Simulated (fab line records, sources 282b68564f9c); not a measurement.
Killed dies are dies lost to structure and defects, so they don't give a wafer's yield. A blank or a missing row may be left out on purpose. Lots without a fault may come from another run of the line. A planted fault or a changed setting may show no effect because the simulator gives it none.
fab line records | flow rit_cmos
record lots=7 wafers=21 last_day=7
route steps=202 shown GATE@92 REOX@98 NLDD@103 PLDD@114 SPACER@125 NSD@131
lots that met no fault: from a run of the same line without faults
start_h: hours from the record's first day to the start of the lot's first wafer shown | wait_h: hours since the lot's step before | " the same as in the row above | L1.1+2: a row that stands for several wafers | - no value, or no start given | * or withheld: withheld | < > ~ a bound
route shown NAME@n: a module of which the file shows steps, and the number in the route of the first | usual: mean/standard deviation of fault-free wafers | same: alike in all rows | chamber/n: place in a boat | sites: the reading at each site | _std_site: their standard deviation | _edge_site: outer sites' mean less inner sites' | radius_mm: how far each site lies from the wafer's centre | mask NAME#n: copy n | behind: the tool/chamber that last shaped the wafer | hold: why the lot was held/for how many hours/how that ended | device: the transistor (n, p or np) that didn't switch | end of line: the same wafers' tests at the end of the route | a step without rows: its recipe alone | killed: dies lost to structure and defects at the first sort, not the wafer's yield | map: a wafer's dies, x killed, . not, _ none there
set.NAME: the setting as run; set.NAME@STEP: as run at that earlier step | model.NAME: the simulator's own value behind a step, which no gauge read
lots at some steps of the route; a table a step, a row a wafer
services: from which hour (start_h, from the record's first day; less than 0 if before it) a tool's chamber was out of use, for how many hours, and why
## steps
# step RIT_GATE_CD_MEAS_16
# recipe target_cd_nm=150
# usual cd_nm=150.5/2.5
# columns lot.wafer tool chamber start_h wait_h cd_nm
L830.3 cd_sem-02 - 51.28 - 149.2
L830.4 " - " " 150.7
L830.5 " - " " 151.5
L834.2 cd_sem-01 - 74.38 - 151.3
L834.4 " - " " 151.2
L834.6 " - " " 149.0
L840.1 cd_sem-02 - 112.26 - 146.7
L840.3 " - " " 148.8
L840.5 " - " " 152.7
L841.2 cd_sem-01 - 112.52 - 149.8
L841.5 " - " " 150.7
L841.6 " - " " 152.0
L842.2 cd_sem-02 - 117.97 - 149.0
L842.4 " - " " 150.2
L842.5 " - " " 148.8
L845.2 cd_sem-01 - 134.22 - 152.9
L845.3 " - " " 152.6
L845.6 " - " " 153.4
L846.1 cd_sem-01 - 140.05 - 153.0
L846.2 " - " " 155.0
L846.4 " - " " 153.5
# step RIT_GATE_OVL_MEAS_17
# usual GATE_OVL=0.0/1.4
# columns lot.wafer tool chamber start_h wait_h GATE_OVL[nm]
L830.3 overlay-01 - 51.37 0.1 1.6
L830.4 " - " " 1.0
L830.5 " - " " 1.8
L834.2 overlay-02 - 74.49 0.1 0.7
L834.4 " - " " 1.3
L834.6 " - " " 0.5
L840.1 overlay-02 - 112.38 0.1 -0.3
L840.3 " - " " -1.1
L840.5 " - " " 0.0
L841.2 overlay-01 - 112.63 0.1 -0.2
L841.5 " - " " -1.7
L841.6 " - " " -0.9
L842.2 overlay-01 - 118.07 0.1 0.9
L842.4 " - " " 3.0
L842.5 " - " " 1.7
L845.2 overlay-01 - 134.33 0.1 2.3
L845.3 " - " " 1.4
L845.6 " - " " 3.7
L846.1 overlay-01 - 140.17 0.1 -2.4
L846.2 " - " " -2.5
L846.4 " - " " -1.3
# step RIT_GATE_HARDBAKE_18
# recipe resist=NOVOLAK temp_c=140 time_s=60
# step RIT_GATE_ETCH_19
# recipe chemistry=SF6/CHF3/O2 time_s=165 SF6_flow_sccm=30 CHF3_flow_sccm=30 O2_flow_sccm=5 target=poly-Si pressure_mtorr=40 rf_w=160 target_depth_a=3125 over_etch_frac=0.25 stop_on=SiO2
# usual chamber_pressure_mTorr=40.00/0.041 drypump_motor_current_A=5.7/0.48 oes_product_au=0.849/0.015 throttle_valve_pct=10.26/0.16
# same over_etch_frac=0.25
# columns lot.wafer tool chamber start_h wait_h chamber_pressure_mTorr drypump_motor_current_A oes_product_au rf_hours_counter_h throttle_valve_pct
L830.3 rie_si-01 3 51.55 0.1 39.93 5.9 0.854 0 10.39
L830.4 " 2 " " 40.01 6.1 0.870 36 10.26
L830.5 " 2 " " 39.96 6.1 0.882 - 10.26
L834.2 rie_si-01 2 74.67 0.1 40.01 6.0 0.858 36 10.25
L834.4 " 3 " " 39.97 5.9 0.851 - 10.41
L834.6 " 0 " " 39.95 5.0 0.817 - 10.04
L840.1 rie_si-01 0 112.56 0.1 40.07 4.9 0.830 27 10.04
L840.3 " 3 " " 40.05 5.9 0.856 1 10.39
L840.5 " 3 " " 40.02 5.9 0.850 - 10.42
L841.2 rie_si-02 0 112.81 0.1 39.98 5.9 0.844 0 10.26
L841.5 " 2 " " 40.03 5.3 0.836 - 10.48
L841.6 " 1 " " 40.10 5.3 0.854 - 10.09
L842.2 rie_si-01 0 118.25 0.1 40.00 5.0 0.820 28 10.05
L842.4 " 2 " " 40.00 6.0 0.863 - 10.24
L842.5 " 3 " " 40.04 5.9 0.856 - 10.40
L845.2 rie_si-02 3 134.51 0.1 39.93 6.6 0.832 137 10.46
L845.3 " 0 " " 40.03 6.0 0.844 0 10.25
L845.6 " 1 " " 39.97 5.3 0.851 - 10.11
L846.1 rie_si-01 1 140.36 0.1 40.11 5.3 0.861 60 10.15
L846.2 " 2 " " 39.99 6.0 0.866 37 10.25
L846.4 " 3 " " 40.06 5.9 0.868 1 10.41
# step RIT_GATE_STRIP_20
# recipe chemistry=O2 time_s=180 resist=NOVOLAK platen_temp_c=withheld power_w=500 pressure_mtorr=4000 o2_flow_sccm=4000
# usual chamber_pressure_mTorr=4000/3.5 drypump_motor_current_A=5.5/0.64
# columns lot.wafer tool chamber start_h wait_h chamber_pressure_mTorr drypump_motor_current_A rf_hours_counter_h
L830.3 plasma_asher-02 1 51.71 0.1 3998 6.2 -
L830.4 " 0 " " 4002 5.3 -
L830.5 " 1 " " 4000 6.2 -
L834.2 plasma_asher-02 1 74.78 0.1 4006 6.2 43
L834.4 " 1 " " 4006 6.2 -
L834.6 " 0 " " 3996 5.3 -
L840.1 plasma_asher-04 0 112.67 0.1 4004 4.9 48
L840.3 " 0 " " 3995 5.0 -
L840.5 " 1 " " 4003 6.6 -
L841.2 plasma_asher-01 1 112.91 0.1 3998 4.8 32
L841.5 " 1 " " 4001 4.8 -
L841.6 " 0 " " 3995 5.2 -
L842.2 plasma_asher-02 1 118.36 0.1 4002 6.2 0
L842.4 " 1 " " 3999 6.2 -
L842.5 " 1 " " 3997 6.1 -
L845.2 plasma_asher-04 1 134.62 0.1 3997 6.5 50
L845.3 " 1 " " 3994 6.6 -
L845.6 " 1 " " 4003 6.5 -
L846.1 plasma_asher-04 0 140.47 0.1 4000 5.0 51
L846.2 " 1 " " 4005 6.6 51
L846.4 " 1 " " 3995 6.6 -
# step RIT_GATE_CD_MEAS_90
# recipe target_cd_nm=150
# usual cd_nm=150.5/2.5
# columns lot.wafer tool chamber start_h wait_h cd_nm
L830.3 cd_sem-01 - 51.87 0.1 149.5
L830.4 " - " " 150.7
L830.5 " - " " 151.4
L834.2 cd_sem-02 - 74.97 0.1 151.7
L834.4 " - " " 151.7
L834.6 " - " " 148.8
L840.1 cd_sem-02 - 112.85 0.1 146.8
L840.3 " - " " 148.8
L840.5 " - " " 152.3
L841.2 cd_sem-01 - 113.11 0.1 150.0
L841.5 " - " " 150.8
L841.6 " - " " 151.9
L842.2 cd_sem-01 - 118.56 0.1 149.4
L842.4 " - " " 150.2
L842.5 " - " " 148.2
L845.2 cd_sem-01 - 134.81 0.1 153.0
L845.3 " - " " 151.7
L845.6 " - " " 153.7
L846.1 cd_sem-02 - 140.64 0.1 152.9
L846.2 " - " " 154.8
L846.4 " - " " 154.0
# step RIT_REOX_CLEAN_00
# recipe chemistry=SC1 mix=3:3:50 time_s=600 temp_c=75
# step RIT_REOX_CLEAN_01
# recipe chemistry=dHF dilution=50:1 time_s=30
# step RIT_REOX_CLEAN_02
# recipe chemistry=SC2 mix=3:3:50 time_s=600 temp_c=75 dry=n2_spin
# step RIT_REOX_OXIDATION_03
# recipe temp_c=900 ambient=O2 target_thk_a=252 ox_time_s=5580
# step RIT_REOX_THK_MEAS_04
# recipe reads=SiO2_of_REOX_OXIDATION_03
# usual REOX_OXIDE_THK=25.0/0.47
# columns lot.wafer tool chamber start_h wait_h REOX_OXIDE_THK[nm]
L830.3 film_metro-04 - 54.89 0.0 25.6
L830.4 " - " " 25.3
L830.5 " - " " 24.9
L834.2 film_metro-03 - 78.03 0.0 24.6
L834.4 " - " " 25.0
L834.6 " - " " 24.4
L840.1 film_metro-04 - 118.56 0.0 25.3
L840.3 " - " " 25.6
L840.5 " - " " 25.9
L841.2 film_metro-04 - 118.63 0.1 25.6
L841.5 " - " " 25.7
L841.6 " - " " 25.6
L842.2 film_metro-04 - 124.10 0.0 25.0
L842.4 " - " " 25.0
L842.5 " - " " 24.6
L845.2 film_metro-03 - 138.49 0.0 24.6
L845.3 " - " " 24.7
L845.6 " - " " 24.8
L846.1 film_metro-04 - 143.70 0.0 25.3
L846.2 " - " " 25.1
L846.4 " - " " 25.6
# step RIT_NLDD_HMDS_00
# recipe prime_time_s=60 prime_temp_c=140
# step RIT_NLDD_COAT_01
# recipe resist=NOVOLAK spin_rpm=3250 resist_thk_nm=1000
# usual chill_plate_temp_C=23.03/0.094 dispense_pressure_kPa=50/6.2
# columns lot.wafer tool chamber start_h wait_h chill_plate_temp_C dispense_pressure_kPa
L830.3 litho_track-02 0 55.13 0.1 23.10 55
L830.4 " 0 " " 22.98 55
L830.5 " 0 " " 23.03 55
L834.2 litho_track-03 0 78.26 0.1 22.98 43
L834.4 " 0 " " 23.01 43
L834.6 " 0 " " 23.05 43
L840.1 litho_track-02 - 118.77 0.1 - -
L840.3 " - " " - -
L840.5 " - " " - -
L841.2 litho_track-04 - 118.85 0.1 - -
L841.5 " - " " - -
L841.6 " - " " - -
L842.2 litho_track-02 - 124.32 0.1 - -
L842.4 " - " " - -
L842.5 " - " " - -
L845.2 litho_track-03 0 138.71 0.1 23.01 43
L845.3 " 0 " " 23.04 43
L845.6 " 0 " " 23.06 43
L846.1 litho_track-03 0 143.91 0.1 23.07 43
L846.2 " 0 " " 22.97 43
L846.4 " 0 " " 23.11 43
# step RIT_NLDD_SOFTBAKE_02
# recipe resist=NOVOLAK temp_c=90 time_s=60
# step RIT_NLDD_EXPOSE_03
# recipe mask_id=M7 na=0.57 target_cd_nm=40700 dose_mj=250
# step RIT_NLDD_PEB_04
# recipe resist=NOVOLAK temp_c=withheld time_s=withheld
# step RIT_NLDD_DEVELOP_05
# recipe resist=NOVOLAK develop_time_s=50 dev_temp_c=23
# step RIT_NLDD_OVL_MEAS_06
# usual NLDD_OVL=0.3/1.2
# columns lot.wafer tool chamber start_h wait_h NLDD_OVL[nm]
L830.3 overlay-01 - 55.79 - 0.0
L830.4 " - " " 0.4
L830.5 " - " " -0.3
L834.2 overlay-01 - 79.16 - 0.2
L834.4 " - " " 1.4
L834.6 " - " " 0.9
L840.1 overlay-02 - 119.47 - -
L840.3 " - " " -
L840.5 " - " " -
L841.2 overlay-02 - 119.71 - -
L841.5 " - " " -
L841.6 " - " " -
L842.2 overlay-02 - 125.00 - -
L842.4 " - " " -
L842.5 " - " " -
L845.2 overlay-01 - 139.52 - -0.3
L845.3 " - " " 0.9
L845.6 " - " " 0.2
L846.1 overlay-01 - 144.61 - 0.7
L846.2 " - " " -0.2
L846.4 " - " " -0.6
# step RIT_NLDD_HARDBAKE_07
# recipe resist=NOVOLAK temp_c=140 time_s=60
# step RIT_NLDD_IMPLANT_08
# recipe species=P energy_kev=20 dose_cm2=5e+14 tilt_deg=7
# step RIT_NLDD_STRIP_09
# recipe chemistry=O2 time_s=180 resist=NOVOLAK platen_temp_c=withheld power_w=500 pressure_mtorr=4000 o2_flow_sccm=4000
# usual chamber_pressure_mTorr=4000/3.6 drypump_motor_current_A=5.7/0.63
# columns lot.wafer tool chamber start_h wait_h chamber_pressure_mTorr drypump_motor_current_A rf_hours_counter_h
L830.3 plasma_asher-02 1 56.17 0.1 3995 6.2 -
L830.4 " 0 " " 3999 5.3 -
L830.5 " 1 " " 3998 6.2 -
L834.2 plasma_asher-02 0 79.49 0.1 4001 5.3 44
L834.4 " 0 " " 3998 5.3 -
L834.6 " 1 " " 4003 6.2 -
L840.1 plasma_asher-04 1 119.80 0.1 4001 6.6 48
L840.3 " 1 " " 4003 6.6 -
L840.5 " 1 " " 3995 6.6 -
L841.2 plasma_asher-02 1 120.04 0.1 3998 6.2 0
L841.5 " 0 " " 4003 5.3 -
L841.6 " 1 " " 3994 6.2 -
L842.2 plasma_asher-04 0 125.43 0.1 3999 5.0 49
L842.4 " 0 " " 4001 5.0 -
L842.5 " 0 " " 4002 4.9 -
L845.2 plasma_asher-04 1 139.85 0.1 4002 6.5 51
L845.3 " 0 " " 4002 5.0 -
L845.6 " 0 " " 4000 5.0 -
L846.1 plasma_asher-03 0 144.96 0.1 4006 6.3 48
L846.2 " 1 " " 3991 5.0 48
L846.4 " 0 " " 3999 6.3 -
# step RIT_NLDD_TW_MEAS_10
# usual NLDD_TW=2489/24
# columns lot.wafer tool chamber start_h wait_h NLDD_TW
L830.3 film_metro-02 - 56.31 0.1 2501
L830.4 " - " " 2520
L830.5 " - " " 2504
L834.2 film_metro-02 - 79.68 0.1 2528
L834.4 " - " " 2523
L834.6 " - " " 2515
L840.1 film_metro-02 - 119.98 0.1 2526
L840.3 " - " " 2500
L840.5 " - " " 2516
L841.2 film_metro-02 - 120.23 0.1 2539
L841.5 " - " " 2522
L841.6 " - " " 2523
L842.2 film_metro-02 - 125.61 0.1 2519
L842.4 " - " " 2519
L842.5 " - " " 2512
L845.2 film_metro-02 - 140.03 0.1 2511
L845.3 " - " " 2520
L845.6 " - " " 2513
L846.1 film_metro-03 - 145.13 0.1 2473
L846.2 " - " " 2470
L846.4 " - " " 2469
# step RIT_PLDD_HMDS_00
# recipe prime_time_s=60 prime_temp_c=140
# step RIT_PLDD_COAT_01
# recipe resist=NOVOLAK spin_rpm=3250 resist_thk_nm=1000
# step RIT_PLDD_SOFTBAKE_02
# recipe resist=NOVOLAK temp_c=90 time_s=60
# step RIT_PLDD_EXPOSE_03
# recipe mask_id=M8 na=0.57 target_cd_nm=40900 dose_mj=250
# step RIT_PLDD_PEB_04
# recipe resist=NOVOLAK temp_c=withheld time_s=withheld
# step RIT_PLDD_DEVELOP_05
# recipe resist=NOVOLAK develop_time_s=50 dev_temp_c=23
# step RIT_PLDD_OVL_MEAS_06
# usual PLDD_OVL=-0.7/1.5
# columns lot.wafer tool chamber start_h wait_h PLDD_OVL[nm]
L830.3 overlay-01 - 57.34 - -0.2
L830.4 " - " " -0.1
L830.5 " - " " -0.3
L834.2 overlay-01 - 80.58 - -0.7
L834.4 " - " " 0.0
L834.6 " - " " -2.1
L840.1 overlay-02 - 121.01 - -0.2
L840.3 " - " " -2.3
L840.5 " - " " -1.5
L841.2 overlay-01 - 121.26 - 0.9
L841.5 " - " " 0.1
L841.6 " - " " 1.6
L842.2 overlay-02 - 126.82 - 0.4
L842.4 " - " " 0.0
L842.5 " - " " -0.4
L845.2 overlay-01 - 140.94 - -2.2
L845.3 " - " " -1.1
L845.6 " - " " -1.7
L846.1 overlay-01 - 146.40 - 1.2
L846.2 " - " " -1.0
L846.4 " - " " -0.2
# step RIT_PLDD_HARDBAKE_07
# recipe resist=NOVOLAK temp_c=140 time_s=60
# step RIT_PLDD_IMPLANT_08
# recipe species=BF2 energy_kev=20 dose_cm2=9e+14 tilt_deg=7
# step RIT_PLDD_STRIP_09
# recipe chemistry=O2 time_s=180 resist=NOVOLAK platen_temp_c=withheld power_w=500 pressure_mtorr=4000 o2_flow_sccm=4000
# usual chamber_pressure_mTorr=4000/4 drypump_motor_current_A=5.5/0.55
# columns lot.wafer tool chamber start_h wait_h chamber_pressure_mTorr drypump_motor_current_A rf_hours_counter_h
L830.3 plasma_asher-03 0 57.72 0.1 3998 6.2 -
L830.4 " 1 " " 4003 5.1 -
L830.5 " 1 " " 4002 5.1 -
L834.2 plasma_asher-02 0 80.91 0.1 4007 5.3 44
L834.4 " 0 " " 4003 5.3 -
L834.6 " 1 " " 3999 6.2 -
L840.1 plasma_asher-01 1 121.35 0.1 3995 4.8 32
L840.3 " 0 " " 4001 5.2 -
L840.5 " 0 " " 4000 5.2 -
L841.2 plasma_asher-02 1 121.59 0.1 3999 6.1 0
L841.5 " 0 " " 3996 5.3 -
L841.6 " 1 " " 4004 6.2 -
L842.2 plasma_asher-03 1 127.15 0.1 3999 5.0 47
L842.4 " 1 " " 4005 5.0 -
L842.5 " 0 " " 4005 6.3 -
L845.2 plasma_asher-02 0 141.38 0.2 4004 5.3 3
L845.3 " 1 " " 4000 6.2 -
L845.6 " 0 " " 4001 5.3 -
L846.1 plasma_asher-03 0 146.78 0.1 3994 6.3 49
L846.2 " 1 " " 4001 5.0 49
L846.4 " 0 " " 4004 6.3 -
# step RIT_PLDD_TW_MEAS_10
# usual PLDD_TW=2343/21
# columns lot.wafer tool chamber start_h wait_h PLDD_TW
L830.3 film_metro-03 - 57.86 0.1 2318
L830.4 " - " " 2322
L830.5 " - " " 2313
L834.2 film_metro-03 - 81.10 0.1 2317
L834.4 " - " " 2338
L834.6 " - " " 2325
L840.1 film_metro-03 - 121.52 0.1 2866
L840.3 " - " " 2844
L840.5 " - " " 2870
L841.2 film_metro-03 - 121.77 0.1 2857
L841.5 " - " " 2861
L841.6 " - " " 2858
L842.2 film_metro-02 - 127.35 0.1 2908
L842.4 " - " " 2909
L842.5 " - " " 2916
L845.2 film_metro-01 - 141.57 0.1 2331
L845.3 " - " " 2330
L845.6 " - " " 2330
L846.1 film_metro-03 - 146.95 0.1 2325
L846.2 " - " " 2323
L846.4 " - " " 2334
# step RIT_SPACER_CLEAN_00
# recipe chemistry=SC1 mix=3:3:50 time_s=600 temp_c=75
# step RIT_SPACER_CLEAN_01
# recipe chemistry=dHF dilution=50:1 time_s=30
# step RIT_SPACER_CLEAN_02
# recipe chemistry=SC2 mix=3:3:50 time_s=600 temp_c=75 dry=n2_spin
# step RIT_SPACER_CVD_03
# recipe material=Si3N4 target_thk_nm=250 temp_c=810 precursor=SiH2Cl2/NH3 time_s=3300 pressure_mtorr=300 sih2cl2_flow_sccm=60 nh3_flow_sccm=150
# step RIT_SPACER_THK_MEAS_04
# recipe reads=Si3N4_of_SPACER_CVD_03
# usual SPACER_NITRIDE_THK=250.7/2.1
# columns lot.wafer tool chamber start_h wait_h SPACER_NITRIDE_THK[nm]
L830.3 film_metro-02 - 60.20 0.0 249.6
L830.4 " - " " 251.0
L830.5 " - " " 254.2
L834.2 film_metro-02 - 83.44 0.0 250.7
L834.4 " - " " 250.7
L834.6 " - " " 251.7
L840.1 film_metro-02 - 123.87 0.0 252.4
L840.3 " - " " 250.8
L840.5 " - " " 252.6
L841.2 film_metro-02 - 124.12 0.0 255.8
L841.5 " - " " 254.3
L841.6 " - " " 255.5
L842.2 film_metro-02 - 129.84 0.0 246.6
L842.4 " - " " 247.3
L842.5 " - " " 245.1
L845.2 film_metro-02 - 143.94 0.0 250.3
L845.3 " - " " 248.8
L845.6 " - " " 248.5
L846.1 film_metro-04 - 149.30 0.0 252.8
L846.2 " - " " 251.5
L846.4 " - " " 251.8
# step RIT_SPACER_ETCHBACK_05
# recipe target_depth_a=2500 SF6_flow_sccm=30 CHF3_flow_sccm=30 target=Si3N4 chemistry=SF6/CHF3 pressure_mtorr=40 rf_w=250 time_s=240 stop_on=SiO2
# usual chamber_pressure_mTorr=40.00/0.032 drypump_motor_current_A=5.6/0.49 oes_product_au=0.850/0.013 throttle_valve_pct=10.30/0.17
# columns lot.wafer tool chamber start_h wait_h chamber_pressure_mTorr drypump_motor_current_A oes_product_au rf_hours_counter_h throttle_valve_pct
L830.3 rie_diel-02 3 60.24 0.0 40.02 5.0 0.848 164 10.14
L830.4 " 2 " " 40.04 5.3 0.839 122 10.22
L830.5 " 2 " " 40.05 5.3 0.844 - 10.23
L834.2 rie_diel-02 0 83.49 0.0 40.05 5.2 0.847 42 10.36
L834.4 " 2 " " 39.94 5.3 0.836 - 10.22
L834.6 " 1 " " 39.99 5.3 0.855 - 9.98
L840.1 rie_diel-02 0 123.93 0.1 39.97 5.2 0.843 42 10.38
L840.3 " 2 " " 39.99 5.3 0.841 123 10.21
L840.5 " 3 " " 39.97 5.0 0.838 - 10.12
L841.2 rie_diel-04 2 124.17 0.0 40.00 6.0 0.861 0 10.46
L841.5 " 0 " " 39.98 5.0 0.867 - 10.32
L841.6 " 1 " " 40.03 5.9 0.880 - 10.35
L842.2 rie_diel-02 0 129.89 0.0 39.95 5.2 0.827 42 10.38
L842.4 " 3 " " 40.04 5.0 0.832 0 10.13
L842.5 " 3 " " 40.05 5.0 0.823 - 10.10
L845.2 rie_diel-03 3 143.99 0.0 39.96 6.3 0.840 5 10.18
L845.3 " 0 " " 40.01 6.0 0.865 2 10.50
L845.6 " 2 " " 39.97 6.4 0.846 - 10.34
L846.1 rie_diel-04 1 149.36 0.1 39.98 5.9 0.871 137 10.35
L846.2 " 0 " " 39.98 5.0 0.855 1 10.33
L846.4 " 2 " " 40.03 6.1 0.847 1 10.43
# step RIT_NSD_HMDS_00
# recipe prime_time_s=60 prime_temp_c=140
# step RIT_NSD_COAT_01
# recipe resist=NOVOLAK spin_rpm=3250 resist_thk_nm=1000
# step RIT_NSD_SOFTBAKE_02
# recipe resist=NOVOLAK temp_c=90 time_s=60
# step RIT_NSD_TW_MEAS_10
# usual NSD_TW=3115/28
# columns lot.wafer tool chamber start_h wait_h NSD_TW
L830.3 film_metro-01 - 61.95 0.1 3133
L830.4 " - " " 3117
L830.5 " - " " 3109
L834.2 film_metro-02 - 85.01 0.1 3153
L834.4 " - " " 3149
L834.6 " - " " 3133
L840.1 film_metro-03 - 125.57 0.1 3295
L840.3 " - " " 3291
L840.5 " - " " 3305
L841.2 film_metro-03 - 125.71 0.1 3315
L841.5 " - " " 3308
L841.6 " - " " 3318
L842.2 film_metro-02 - 131.43 0.1 3372
L842.4 " - " " 3351
L842.5 " - " " 3372
L845.2 film_metro-03 - 145.76 0.1 3096
L845.3 " - " " 3079
L845.6 " - " " 3093
L846.1 film_metro-03 - 150.99 0.1 3105
L846.2 " - " " 3086
L846.4 " - " " 3119
## services
# columns tool chamber start_h hours kind
plasma_asher-04 - 39.45 0.6 repair
rie_diel-04 - 46.30 14.6 pm
rie_diel-03 2 49.00 5.9 repair
rie_si-02 0 59.15 - clean
rie_si-02 0 59.15 15.0 scheduled_down
rie_si-02 0 59.15 15.0 vent_cycle
plasma_asher-01 - 73.99 2.6 repair
rie_si-01 1 74.11 64.8 repair
rie_diel-02 3 76.76 - clean
rie_diel-02 3 76.76 18.9 scheduled_down
rie_diel-02 3 76.76 18.9 vent_cycle
rie_diel-02 - 87.15 0.8 repair
rie_diel-04 0 87.92 - clean
rie_diel-04 0 87.92 14.5 scheduled_down
rie_diel-04 0 87.92 14.5 vent_cycle
rie_diel-04 2 99.12 2.3 repair
plasma_asher-02 - 108.75 9.0 pm
plasma_asher-02 0 108.75 9.0 vent_cycle
plasma_asher-02 1 108.75 9.0 vent_cycle
plasma_asher-03 - 111.94 2.0 repair
plasma_asher-02 0 117.75 - clean
plasma_asher-02 1 117.75 - clean
plasma_asher-01 - 137.35 4.3 pm
plasma_asher-03 - 139.40 2.8 pm
## key
first_sign step=RIT_NLDD_COAT_01 reading=tool_record direction=missing
effect step=RIT_NLDD_OVL_MEAS_06 reading=NLDD_OVL direction=missing
effect step=RIT_PLDD_TW_MEAS_10 reading=PLDD_TW direction=up sigmas=25 usual=2343 struck=2876
effect step=RIT_NSD_TW_MEAS_10 reading=NSD_TW direction=up sigmas=7.6 usual=3115 struck=3325
met_at RIT_NLDD_COAT_01
struck_wafers L840.1,L840.3,L840.5,L841.2,L841.5,L841.6,L842.2,L842.4,L842.5
sort_left_out L840.1,L840.3,L840.5,L841.2,L841.5,L841.6,L842.2,L842.4,L842.5
tester_left_out L840,L841,L842
onset_between 55.13 118.77
fault kind=skipped_step_whole tool=litho_track-02,litho_track-04 chamber=- onset_h=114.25 steps=RIT_NLDD_COAT_01 scope=struck_lots_only
# tester_left_out: of these lots the tester's yield and bins aren't shown, on N5 and GAA mostly nor the transistor test; their killed dies are dies lost to structure and defects alone, not to doping, threshold or leakage, so they don't give the yield
# sort_left_out: the simulated sort isn't trusted on such a fault, so these wafers' sort isn't shown, and their yield isn't known
